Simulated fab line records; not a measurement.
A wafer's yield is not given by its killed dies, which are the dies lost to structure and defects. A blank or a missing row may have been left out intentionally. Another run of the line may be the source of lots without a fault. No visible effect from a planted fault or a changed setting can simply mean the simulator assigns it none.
fab line records :: flow berkeley_cmos170 :: part 2 of 2: steps 29 to 39 of 39
record:
  lots: 5
  wafers: 15
  last_day: 12
route steps=331 shown ACTIVE@74 PFIELD@79 FIELD@89 SACOX@97 SCREENOX@100 NVT@104
lots untouched by any fault: they come from a run of this same line in which no faults occurred
start_h: hours from the record's first day to the start of the lot's first wafer shown :: wait_h: hours elapsed since this lot's preceding step :: " as in the row above :: L1.1+2: a single row standing in for several wafers :: - no value, or no start given :: * or withheld: withheld :: < > ~ a bound
route shown NAME@n: NAME is a module with steps in the file, n the number in the route of the first one :: usual: the fault-free wafers' mean and standard deviation :: same: alike in all rows :: chamber/n: place in a boat :: sites: readings site by site :: _std_site: the values' standard deviation :: _edge_site: mean of outer sites minus mean of inner sites :: radius_mm: for every site, how far away it sits from the centre of the wafer :: mask NAME#n: copy n :: behind: the last tool/chamber to shape the wafer :: hold: the reason the lot was held/the length of the hold in hours/how it ended :: device: the n, p or np transistor that did not switch :: end of line: the same wafers' tests at the end of the route :: for a step that has no rows: nothing shown but its recipe :: killed: the dies lost at the first sort to structure and to defects; this is not the yield of the wafer :: map: dies across one wafer; x = killed, . = not, _ = none there
set.NAME: the setting as run; set.NAME@STEP: as run at that earlier step :: model.NAME: the simulator's own value behind a step, which no gauge read
certain route steps with their lots: each step a table, each wafer a row
services: a tool's chamber out of use, with start hour (start_h, from the record's first day; less than 0 if before it), hours out, and reason
== steps ==
step: UCB170_SCREENOX_THK_MEAS_02
recipe:
  reads: SiO2_of_SCREENOX_OXIDATION_01
usual:
  SCREENOX_OXIDE_THK: 14.48/0.26
lot.wafer: L076.1
tool: film_metro-03
chamber: -
start_h: 105.96
wait_h: 0.0
SCREENOX_OXIDE_THK[nm]: 14.78

lot.wafer: L076.4
tool: film_metro-03
chamber: -
start_h: 105.96
wait_h: 0.0
SCREENOX_OXIDE_THK[nm]: 14.90

lot.wafer: L076.6
tool: film_metro-03
chamber: -
start_h: 105.96
wait_h: 0.0
SCREENOX_OXIDE_THK[nm]: 14.80

lot.wafer: L086.4
tool: film_metro-04
chamber: -
start_h: 162.31
wait_h: 0.0
SCREENOX_OXIDE_THK[nm]: 14.22

lot.wafer: L086.5
tool: film_metro-04
chamber: -
start_h: 162.31
wait_h: 0.0
SCREENOX_OXIDE_THK[nm]: 14.25

lot.wafer: L086.6
tool: film_metro-04
chamber: -
start_h: 162.31
wait_h: 0.0
SCREENOX_OXIDE_THK[nm]: 14.37

lot.wafer: L089.2
tool: film_metro-01
chamber: -
start_h: 173.92
wait_h: 0.0
SCREENOX_OXIDE_THK[nm]: 14.63

lot.wafer: L089.3
tool: film_metro-01
chamber: -
start_h: 173.92
wait_h: 0.0
SCREENOX_OXIDE_THK[nm]: 14.74

lot.wafer: L089.5
tool: film_metro-01
chamber: -
start_h: 173.92
wait_h: 0.0
SCREENOX_OXIDE_THK[nm]: 14.54

lot.wafer: L092.1
tool: film_metro-04
chamber: -
start_h: 200.30
wait_h: 0.0
SCREENOX_OXIDE_THK[nm]: 14.28

lot.wafer: L092.5
tool: film_metro-04
chamber: -
start_h: 200.30
wait_h: 0.0
SCREENOX_OXIDE_THK[nm]: 14.45

lot.wafer: L092.6
tool: film_metro-04
chamber: -
start_h: 200.30
wait_h: 0.0
SCREENOX_OXIDE_THK[nm]: 14.57

lot.wafer: L097.3
tool: film_metro-03
chamber: -
start_h: 227.25
wait_h: 0.0
SCREENOX_OXIDE_THK[nm]: 14.50

lot.wafer: L097.4
tool: film_metro-03
chamber: -
start_h: 227.25
wait_h: 0.0
SCREENOX_OXIDE_THK[nm]: 14.56

lot.wafer: L097.5
tool: film_metro-03
chamber: -
start_h: 227.25
wait_h: 0.0
SCREENOX_OXIDE_THK[nm]: 14.56
step: UCB170_SCREENOX_ANNEAL_03
recipe:
  temp_c: 900
  time_s: 900
  ambient: N2
lot.wafer: L076.1+4+6
tool: furnace-03
chamber: 0
start_h: 108.73
wait_h: 2.8

lot.wafer: L086.4+5+6
tool: furnace-01
chamber: 0
start_h: 166.62
wait_h: 4.3

lot.wafer: L089.2+3+5
tool: furnace-03
chamber: 0
start_h: 177.89
wait_h: 4.0

lot.wafer: L092.1+5+6
tool: furnace-01
chamber: 0
start_h: 201.55
wait_h: 1.2

lot.wafer: L097.3+4+5
tool: furnace-04
chamber: 0
start_h: 227.46
wait_h: 0.2
step: UCB170_NVT_HMDS_00
recipe:
  prime_time_s: 60
  prime_temp_c: 100
lot.wafer: L076.1+4+6
tool: litho_track-02
chamber: 0
start_h: 110.20
wait_h: 0.2

lot.wafer: L086.4+5+6
tool: litho_track-01
chamber: 0
start_h: 167.94
wait_h: 0.1

lot.wafer: L089.2+3+5
tool: litho_track-02
chamber: 0
start_h: 179.62
wait_h: 0.5

lot.wafer: L092.1+5+6
tool: litho_track-03
chamber: 0
start_h: 202.80
wait_h: 0.0

lot.wafer: L097.3+4+5
tool: litho_track-03
chamber: 0
start_h: 228.76
wait_h: 0.1
step: UCB170_NVT_COAT_01
recipe:
  resist: KrF
  spin_rpm: 1500
  resist_thk_nm: 900
usual:
  spin_speed_rpm: 1500.2/0.99
lot.wafer: L076.1
tool: litho_track-02
chamber: 0
start_h: 110.35
wait_h: 0.1
spin_speed_rpm: 1498.7

lot.wafer: L076.4
tool: litho_track-02
chamber: 0
start_h: 110.35
wait_h: 0.1
spin_speed_rpm: 1500.6

lot.wafer: L076.6
tool: litho_track-02
chamber: 0
start_h: 110.35
wait_h: 0.1
spin_speed_rpm: 1499.8

lot.wafer: L086.4
tool: litho_track-01
chamber: 0
start_h: 168.09
wait_h: 0.1
spin_speed_rpm: 1499.9

lot.wafer: L086.5
tool: litho_track-01
chamber: 0
start_h: 168.09
wait_h: 0.1
spin_speed_rpm: 1499.4

lot.wafer: L086.6
tool: litho_track-01
chamber: 0
start_h: 168.09
wait_h: 0.1
spin_speed_rpm: 1499.2

lot.wafer: L089.2
tool: litho_track-02
chamber: 0
start_h: 179.77
wait_h: 0.1
spin_speed_rpm: 1499.4

lot.wafer: L089.3
tool: litho_track-02
chamber: 0
start_h: 179.77
wait_h: 0.1
spin_speed_rpm: 1501.0

lot.wafer: L089.5
tool: litho_track-02
chamber: 0
start_h: 179.77
wait_h: 0.1
spin_speed_rpm: 1500.5

lot.wafer: L092.1
tool: litho_track-03
chamber: 0
start_h: 202.95
wait_h: 0.1
spin_speed_rpm: 1501.5

lot.wafer: L092.5
tool: litho_track-03
chamber: 0
start_h: 202.95
wait_h: 0.1
spin_speed_rpm: 1500.6

lot.wafer: L092.6
tool: litho_track-03
chamber: 0
start_h: 202.95
wait_h: 0.1
spin_speed_rpm: 1500.7

lot.wafer: L097.3
tool: litho_track-03
chamber: 0
start_h: 228.91
wait_h: 0.1
spin_speed_rpm: 1498.8

lot.wafer: L097.4
tool: litho_track-03
chamber: 0
start_h: 228.91
wait_h: 0.1
spin_speed_rpm: 1499.4

lot.wafer: L097.5
tool: litho_track-03
chamber: 0
start_h: 228.91
wait_h: 0.1
spin_speed_rpm: 1500.8
step: UCB170_NVT_SOFTBAKE_02
recipe:
  resist: KrF
  temp_c: 130
  time_s: 60
usual:
  heater_power_total_W: 56.80/0.046
lot.wafer: L076.1
tool: litho_track-02
chamber: 0
start_h: 110.50
wait_h: 0.1
heater_power_total_W: 56.82

lot.wafer: L076.4
tool: litho_track-02
chamber: 0
start_h: 110.50
wait_h: 0.1
heater_power_total_W: 56.85

lot.wafer: L076.6
tool: litho_track-02
chamber: 0
start_h: 110.50
wait_h: 0.1
heater_power_total_W: 56.75

lot.wafer: L086.4
tool: litho_track-01
chamber: 0
start_h: 168.24
wait_h: 0.1
heater_power_total_W: 56.83

lot.wafer: L086.5
tool: litho_track-01
chamber: 0
start_h: 168.24
wait_h: 0.1
heater_power_total_W: 56.80

lot.wafer: L086.6
tool: litho_track-01
chamber: 0
start_h: 168.24
wait_h: 0.1
heater_power_total_W: 56.82

lot.wafer: L089.2
tool: litho_track-02
chamber: 0
start_h: 179.92
wait_h: 0.1
heater_power_total_W: 56.76

lot.wafer: L089.3
tool: litho_track-02
chamber: 0
start_h: 179.92
wait_h: 0.1
heater_power_total_W: 56.80

lot.wafer: L089.5
tool: litho_track-02
chamber: 0
start_h: 179.92
wait_h: 0.1
heater_power_total_W: 56.83

lot.wafer: L092.1
tool: litho_track-03
chamber: 0
start_h: 203.10
wait_h: 0.1
heater_power_total_W: 56.71

lot.wafer: L092.5
tool: litho_track-03
chamber: 0
start_h: 203.10
wait_h: 0.1
heater_power_total_W: 56.86

lot.wafer: L092.6
tool: litho_track-03
chamber: 0
start_h: 203.10
wait_h: 0.1
heater_power_total_W: 56.85

lot.wafer: L097.3
tool: litho_track-03
chamber: 0
start_h: 229.06
wait_h: 0.1
heater_power_total_W: 56.79

lot.wafer: L097.4
tool: litho_track-03
chamber: 0
start_h: 229.06
wait_h: 0.1
heater_power_total_W: 56.84

lot.wafer: L097.5
tool: litho_track-03
chamber: 0
start_h: 229.06
wait_h: 0.1
heater_power_total_W: 56.75
step: UCB170_NVT_EXPOSE_03
recipe:
  mask_id: PWELL
  target_cd_nm: 3000
  na: 0.5
  sigma_outer: 0.6
  source_shape: conventional
  dose_mj: 30
same:
  na: 0.5
lot.wafer: L076.1+4+6
tool: krf_scanner-02
chamber: 0
start_h: 111.02
wait_h: 0.5
mask: PWELL#0

lot.wafer: L086.4+5+6
tool: krf_scanner-01
chamber: 0
start_h: 168.74
wait_h: 0.5
mask: PWELL#0

lot.wafer: L089.2+3+5
tool: krf_scanner-01
chamber: 0
start_h: 180.34
wait_h: 0.4
mask: PWELL#0

lot.wafer: L092.1+5+6
tool: krf_scanner-02
chamber: 0
start_h: 203.25
wait_h: 0.1
mask: PWELL#0

lot.wafer: L097.3+4+5
tool: krf_scanner-02
chamber: 0
start_h: 229.32
wait_h: 0.2
mask: PWELL#0
step: UCB170_NVT_PEB_04
recipe:
  peb_temp_c: 130
  peb_time_s: withheld
  resist: KrF
usual:
  heater_power_total_W: 56.80/0.041
lot.wafer: L076.1
tool: litho_track-02
chamber: 0
start_h: 111.35
wait_h: 0.3
heater_power_total_W: 56.85

lot.wafer: L076.4
tool: litho_track-02
chamber: 0
start_h: 111.35
wait_h: 0.3
heater_power_total_W: 56.75

lot.wafer: L076.6
tool: litho_track-02
chamber: 0
start_h: 111.35
wait_h: 0.3
heater_power_total_W: 56.74

lot.wafer: L086.4
tool: litho_track-03
chamber: 0
start_h: 168.88
wait_h: 0.1
heater_power_total_W: 56.79

lot.wafer: L086.5
tool: litho_track-03
chamber: 0
start_h: 168.88
wait_h: 0.1
heater_power_total_W: 56.87

lot.wafer: L086.6
tool: litho_track-03
chamber: 0
start_h: 168.88
wait_h: 0.1
heater_power_total_W: 56.78

lot.wafer: L089.2
tool: litho_track-01
chamber: 0
start_h: 180.56
wait_h: 0.2
heater_power_total_W: 56.81

lot.wafer: L089.3
tool: litho_track-01
chamber: 0
start_h: 180.56
wait_h: 0.2
heater_power_total_W: 56.88

lot.wafer: L089.5
tool: litho_track-01
chamber: 0
start_h: 180.56
wait_h: 0.2
heater_power_total_W: 56.84

lot.wafer: L092.1
tool: litho_track-02
chamber: 0
start_h: 203.37
wait_h: 0.1
heater_power_total_W: 56.76

lot.wafer: L092.5
tool: litho_track-02
chamber: 0
start_h: 203.37
wait_h: 0.1
heater_power_total_W: 56.82

lot.wafer: L092.6
tool: litho_track-02
chamber: 0
start_h: 203.37
wait_h: 0.1
heater_power_total_W: 56.81

lot.wafer: L097.3
tool: litho_track-01
chamber: 0
start_h: 229.86
wait_h: 0.5
heater_power_total_W: 56.77

lot.wafer: L097.4
tool: litho_track-01
chamber: 0
start_h: 229.86
wait_h: 0.5
heater_power_total_W: 56.79

lot.wafer: L097.5
tool: litho_track-01
chamber: 0
start_h: 229.86
wait_h: 0.5
heater_power_total_W: 56.74
step: UCB170_NVT_DEVELOP_05
recipe:
  developer: TMAH
  develop_time_s: 43.35
  resist: KrF
  dev_temp_c: 21
usual:
  developer_temp_C: 21.00/0.12
same:
  develop_time_s: 43.35
lot.wafer: L076.1
tool: litho_track-02
chamber: 0
start_h: -
wait_h: -
developer_temp_C: 21.02

lot.wafer: L076.4
tool: litho_track-02
chamber: 0
start_h: -
wait_h: -
developer_temp_C: 21.14

lot.wafer: L076.6
tool: litho_track-02
chamber: 0
start_h: -
wait_h: -
developer_temp_C: 21.12

lot.wafer: L086.4
tool: litho_track-03
chamber: 0
start_h: -
wait_h: -
developer_temp_C: 21.03

lot.wafer: L086.5
tool: litho_track-03
chamber: 0
start_h: -
wait_h: -
developer_temp_C: 21.09

lot.wafer: L086.6
tool: litho_track-03
chamber: 0
start_h: -
wait_h: -
developer_temp_C: 21.06

lot.wafer: L089.2
tool: litho_track-01
chamber: 0
start_h: -
wait_h: -
developer_temp_C: 20.87

lot.wafer: L089.3
tool: litho_track-01
chamber: 0
start_h: -
wait_h: -
developer_temp_C: 20.90

lot.wafer: L089.5
tool: litho_track-01
chamber: 0
start_h: -
wait_h: -
developer_temp_C: 20.79

lot.wafer: L092.1
tool: litho_track-02
chamber: 0
start_h: -
wait_h: -
developer_temp_C: 21.23

lot.wafer: L092.5
tool: litho_track-02
chamber: 0
start_h: -
wait_h: -
developer_temp_C: 20.98

lot.wafer: L092.6
tool: litho_track-02
chamber: 0
start_h: -
wait_h: -
developer_temp_C: 21.11

lot.wafer: L097.3
tool: litho_track-01
chamber: 0
start_h: -
wait_h: -
developer_temp_C: 21.04

lot.wafer: L097.4
tool: litho_track-01
chamber: 0
start_h: -
wait_h: -
developer_temp_C: 21.12

lot.wafer: L097.5
tool: litho_track-01
chamber: 0
start_h: -
wait_h: -
developer_temp_C: 21.10
step: UCB170_NVT_OVL_MEAS_06
usual:
  NVT_OVL: -1/6.7
lot.wafer: L076.1
tool: overlay-02
chamber: -
start_h: 111.62
wait_h: -
NVT_OVL[nm]: 1

lot.wafer: L076.4
tool: overlay-02
chamber: -
start_h: 111.62
wait_h: -
NVT_OVL[nm]: 4

lot.wafer: L076.6
tool: overlay-02
chamber: -
start_h: 111.62
wait_h: -
NVT_OVL[nm]: 4

lot.wafer: L086.4
tool: overlay-02
chamber: -
start_h: 169.09
wait_h: -
NVT_OVL[nm]: 2

lot.wafer: L086.5
tool: overlay-02
chamber: -
start_h: 169.09
wait_h: -
NVT_OVL[nm]: -5

lot.wafer: L086.6
tool: overlay-02
chamber: -
start_h: 169.09
wait_h: -
NVT_OVL[nm]: 4

lot.wafer: L089.2
tool: overlay-01
chamber: -
start_h: 180.81
wait_h: -
NVT_OVL[nm]: 0

lot.wafer: L089.3
tool: overlay-01
chamber: -
start_h: 180.81
wait_h: -
NVT_OVL[nm]: 2

lot.wafer: L089.5
tool: overlay-01
chamber: -
start_h: 180.81
wait_h: -
NVT_OVL[nm]: 4

lot.wafer: L092.1
tool: overlay-01
chamber: -
start_h: 203.64
wait_h: -
NVT_OVL[nm]: 0

lot.wafer: L092.5
tool: overlay-01
chamber: -
start_h: 203.64
wait_h: -
NVT_OVL[nm]: -8

lot.wafer: L092.6
tool: overlay-01
chamber: -
start_h: 203.64
wait_h: -
NVT_OVL[nm]: 4

lot.wafer: L097.3
tool: overlay-02
chamber: -
start_h: 230.10
wait_h: -
NVT_OVL[nm]: -5

lot.wafer: L097.4
tool: overlay-02
chamber: -
start_h: 230.10
wait_h: -
NVT_OVL[nm]: -12

lot.wafer: L097.5
tool: overlay-02
chamber: -
start_h: 230.10
wait_h: -
NVT_OVL[nm]: -7
step: UCB170_NVT_IMPLANT_07
recipe:
  species: BF2
  dose_cm2: 3e+12
  energy_kev: 50
  tilt_deg: 7
same:
  implant_ion_amu: 49
lot.wafer: L076.1+4+6
tool: implanter-01
chamber: 0
start_h: 111.66
wait_h: 0.0

lot.wafer: L086.4+5+6
tool: implanter-03
chamber: 0
start_h: 169.19
wait_h: 0.1

lot.wafer: L089.2+3+5
tool: implanter-03
chamber: 0
start_h: 180.87
wait_h: 0.0

lot.wafer: L092.1+5+6
tool: implanter-01
chamber: 0
start_h: 203.68
wait_h: 0.0

lot.wafer: L097.3+4+5
tool: implanter-03
chamber: 0
start_h: 230.17
wait_h: 0.1
step: UCB170_NVT_STRIP_08
recipe:
  chemistry: O2
  power_w: 400
  pressure_mtorr: 3500
  platen_temp_c: withheld
  o2_flow_sccm: 400
  overash_fraction: 0.5
usual:
  drypump_motor_current_A: 5.9/0.39
  oes_product_au: 0.735/0.0047
  strip_time_to_endpoint_s: 21.63/0.073
lot.wafer: L076.1
tool: plasma_asher-04
chamber: 1
start_h: 111.81
wait_h: 0.1
drypump_motor_current_A: 5.6
oes_product_au: 0.736
rf_hours_counter_h: 41
strip_time_to_endpoint_s: 21.70

lot.wafer: L076.4
tool: plasma_asher-04
chamber: 1
start_h: 111.81
wait_h: 0.1
drypump_motor_current_A: 5.6
oes_product_au: 0.734
rf_hours_counter_h: -
strip_time_to_endpoint_s: 21.72

lot.wafer: L076.6
tool: plasma_asher-04
chamber: 0
start_h: 111.81
wait_h: 0.1
drypump_motor_current_A: 6.6
oes_product_au: 0.737
rf_hours_counter_h: -
strip_time_to_endpoint_s: 21.73

lot.wafer: L086.4
tool: plasma_asher-04
chamber: 1
start_h: 169.29
wait_h: 0.1
drypump_motor_current_A: 5.6
oes_product_au: 0.731
rf_hours_counter_h: -
strip_time_to_endpoint_s: 21.56

lot.wafer: L086.5
tool: plasma_asher-04
chamber: 1
start_h: 169.29
wait_h: 0.1
drypump_motor_current_A: 5.6
oes_product_au: 0.735
rf_hours_counter_h: -
strip_time_to_endpoint_s: 21.55

lot.wafer: L086.6
tool: plasma_asher-04
chamber: 0
start_h: 169.29
wait_h: 0.1
drypump_motor_current_A: 6.6
oes_product_au: 0.740
rf_hours_counter_h: -
strip_time_to_endpoint_s: 21.55

lot.wafer: L089.2
tool: plasma_asher-01
chamber: 0
start_h: 180.99
wait_h: 0.1
drypump_motor_current_A: 5.5
oes_product_au: 0.733
rf_hours_counter_h: 48
strip_time_to_endpoint_s: 21.76

lot.wafer: L089.3
tool: plasma_asher-01
chamber: 0
start_h: 180.99
wait_h: 0.1
drypump_motor_current_A: 5.5
oes_product_au: 0.737
rf_hours_counter_h: -
strip_time_to_endpoint_s: 21.67

lot.wafer: L089.5
tool: plasma_asher-01
chamber: 1
start_h: 180.99
wait_h: 0.1
drypump_motor_current_A: 5.6
oes_product_au: 0.739
rf_hours_counter_h: -
strip_time_to_endpoint_s: 21.76

lot.wafer: L092.1
tool: plasma_asher-03
chamber: 0
start_h: 203.83
wait_h: 0.1
drypump_motor_current_A: 6.1
oes_product_au: 0.728
rf_hours_counter_h: 41
strip_time_to_endpoint_s: 21.61

lot.wafer: L092.5
tool: plasma_asher-03
chamber: 0
start_h: 203.83
wait_h: 0.1
drypump_motor_current_A: 6.1
oes_product_au: 0.734
rf_hours_counter_h: -
strip_time_to_endpoint_s: 21.64

lot.wafer: L092.6
tool: plasma_asher-03
chamber: 1
start_h: 203.83
wait_h: 0.1
drypump_motor_current_A: 6.0
oes_product_au: 0.739
rf_hours_counter_h: -
strip_time_to_endpoint_s: 21.68

lot.wafer: L097.3
tool: plasma_asher-04
chamber: 1
start_h: 230.31
wait_h: 0.1
drypump_motor_current_A: 5.6
oes_product_au: 0.739
rf_hours_counter_h: -
strip_time_to_endpoint_s: 21.76

lot.wafer: L097.4
tool: plasma_asher-04
chamber: 0
start_h: 230.31
wait_h: 0.1
drypump_motor_current_A: 6.6
oes_product_au: 0.735
rf_hours_counter_h: -
strip_time_to_endpoint_s: 21.69

lot.wafer: L097.5
tool: plasma_asher-04
chamber: 1
start_h: 230.31
wait_h: 0.1
drypump_motor_current_A: 5.5
oes_product_au: 0.733
rf_hours_counter_h: -
strip_time_to_endpoint_s: 21.71
== services ==
tool: wet_bench-02
chamber: -
start_h: 64.80
hours: 0.8
kind: repair

tool: krf_scanner-01
chamber: -
start_h: 65.21
hours: 0.8
kind: repair

tool: krf_scanner-01
chamber: -
start_h: 65.99
hours: 0.8
kind: pm

tool: krf_scanner-01
chamber: -
start_h: 86.87
hours: 0.5
kind: repair

tool: krf_scanner-02
chamber: -
start_h: 101.34
hours: 1.0
kind: pm

tool: krf_scanner-02
chamber: -
start_h: 103.80
hours: 0.8
kind: pm

tool: wet_bench-04
chamber: -
start_h: 104.42
hours: 1.9
kind: pm

tool: krf_scanner-02
chamber: -
start_h: 114.59
hours: 4.7
kind: repair

tool: furnace-01
chamber: -
start_h: 115.22
hours: 12.4
kind: pm

tool: furnace-04
chamber: -
start_h: 121.86
hours: 21.6
kind: repair

tool: plasma_asher-01
chamber: -
start_h: 126.05
hours: 2.8
kind: pm

tool: krf_scanner-01
chamber: -
start_h: 132.95
hours: 1.3
kind: pm

tool: krf_scanner-01
chamber: -
start_h: 139.23
hours: 4.0
kind: pm

tool: plasma_asher-01
chamber: -
start_h: 141.20
hours: 1.2
kind: repair

tool: furnace-01
chamber: -
start_h: 141.57
hours: 4.6
kind: pm

tool: furnace-04
chamber: -
start_h: 143.46
hours: 7.3
kind: pm

tool: krf_scanner-01
chamber: -
start_h: 149.59
hours: 1.0
kind: pm

tool: implanter-03
chamber: -
start_h: 159.84
hours: 3.0
kind: pm

tool: furnace-02
chamber: -
start_h: 178.03
hours: 2.9
kind: pm

tool: implanter-03
chamber: -
start_h: 183.72
hours: 5.4
kind: pm

tool: implanter-03
chamber: -
start_h: 190.30
hours: 1.9
kind: repair

tool: krf_scanner-02
chamber: -
start_h: 194.49
hours: 3.6
kind: pm

tool: furnace-02
chamber: -
start_h: 213.12
hours: 2.7
kind: pm

tool: krf_scanner-02
chamber: -
start_h: 223.02
hours: 1.3
kind: pm
